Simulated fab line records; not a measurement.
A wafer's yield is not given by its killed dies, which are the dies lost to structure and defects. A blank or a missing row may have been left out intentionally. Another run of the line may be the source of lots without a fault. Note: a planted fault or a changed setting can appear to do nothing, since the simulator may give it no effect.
Chamber matching / flow berkeley_cmos170 / UCB170_M2_ETCH_17 on rie_diel-02 has 4 sister chambers
The step etches BARC in N2/H2. 14 wafers are shown with their chamber, then 6 later ones without.

== WAFERS WITH THEIR CHAMBER ==
wafer=L665.2; chamber=3; throttle_valve_pct (%)=13.11; drypump_motor_current_A (A)=5.1; oes_product_au (a.u.)=1.000
wafer=L665.5; chamber=3; throttle_valve_pct (%)=13.10; drypump_motor_current_A (A)=5.1; oes_product_au (a.u.)=1.002
wafer=L665.6; chamber=0; throttle_valve_pct (%)=13.04; drypump_motor_current_A (A)=5.3; oes_product_au (a.u.)=1.038
wafer=L667.3; chamber=1; throttle_valve_pct (%)=13.51; drypump_motor_current_A (A)=6.2; oes_product_au (a.u.)=0.963
wafer=L667.4; chamber=2; throttle_valve_pct (%)=13.48; drypump_motor_current_A (A)=5.4; oes_product_au (a.u.)=0.996
wafer=L667.6; chamber=3; throttle_valve_pct (%)=13.11; drypump_motor_current_A (A)=5.2; oes_product_au (a.u.)=0.992
wafer=L670.1; chamber=0; throttle_valve_pct (%)=13.05; drypump_motor_current_A (A)=5.3; oes_product_au (a.u.)=1.026
wafer=L670.2; chamber=1; throttle_valve_pct (%)=13.50; drypump_motor_current_A (A)=6.2; oes_product_au (a.u.)=0.963
wafer=L670.3; chamber=3; throttle_valve_pct (%)=13.11; drypump_motor_current_A (A)=5.2; oes_product_au (a.u.)=1.009
wafer=L677.2; chamber=1; throttle_valve_pct (%)=13.51; drypump_motor_current_A (A)=6.2; oes_product_au (a.u.)=0.955
wafer=L677.6; chamber=0; throttle_valve_pct (%)=13.03; drypump_motor_current_A (A)=5.3; oes_product_au (a.u.)=1.021
wafer=L679.1; chamber=2; throttle_valve_pct (%)=13.47; drypump_motor_current_A (A)=5.4; oes_product_au (a.u.)=0.996
wafer=L679.5; chamber=2; throttle_valve_pct (%)=13.48; drypump_motor_current_A (A)=5.4; oes_product_au (a.u.)=1.000
wafer=L679.6; chamber=1; throttle_valve_pct (%)=13.51; drypump_motor_current_A (A)=6.2; oes_product_au (a.u.)=0.951

SIGNATURES, as means of the wafers listed above
reading=throttle_valve_pct; chamber 0=13.0400; chamber 1=13.5075; chamber 2=13.4767; chamber 3=13.1075; scatter within a chamber=0.00645
reading=drypump_motor_current_A; chamber 0=5.300; chamber 1=6.200; chamber 2=5.400; chamber 3=5.150; scatter within a chamber=0.0316
reading=oes_product_au; chamber 0=1.02833; chamber 1=0.95800; chamber 2=0.99733; chamber 3=1.00075; scatter within a chamber=0.00647
Rule: for each reading, subtract the chamber's mean from the wafer's reading, divide by that reading's scatter and square the result; add these up over the readings and take the root, which gives the wafer's distance from the chamber. The wafer belongs to the nearest chamber; if the next one is less than 2 further off, it can't be placed. How the scatter is found: for the shown wafers, subtract from each reading the mean of its chamber, square and add these, divide the total by (wafers less chambers), then take the root.

== WAFERS WHOSE CHAMBER IS MISSING ==
wafer=L682.1; throttle_valve_pct (%)=13.03; drypump_motor_current_A (A)=5.2; oes_product_au (a.u.)=1.020
wafer=L682.2; throttle_valve_pct (%)=13.11; drypump_motor_current_A (A)=5.1; oes_product_au (a.u.)=0.991
wafer=L682.4; throttle_valve_pct (%)=13.49; drypump_motor_current_A (A)=5.4; oes_product_au (a.u.)=1.000
wafer=L686.1; throttle_valve_pct (%)=13.45; drypump_motor_current_A (A)=5.4; oes_product_au (a.u.)=0.997
wafer=L686.3; throttle_valve_pct (%)=13.03; drypump_motor_current_A (A)=5.3; oes_product_au (a.u.)=1.017
wafer=L686.4; throttle_valve_pct (%)=13.50; drypump_motor_current_A (A)=6.2; oes_product_au (a.u.)=0.953

== WHICH CHAMBER EACH WENT THROUGH ==
wafer=L682.1; from the rows above=0; in truth=0
wafer=L682.2; from the rows above=3; in truth=3
wafer=L682.4; from the rows above=2; in truth=2
wafer=L686.1; from the rows above=2; in truth=2
wafer=L686.3; from the rows above=0; in truth=0
wafer=L686.4; from the rows above=1; in truth=1
Placed correctly: 6 of 6. Left unplaced by these rows: 0. Wrongly placed: 0.
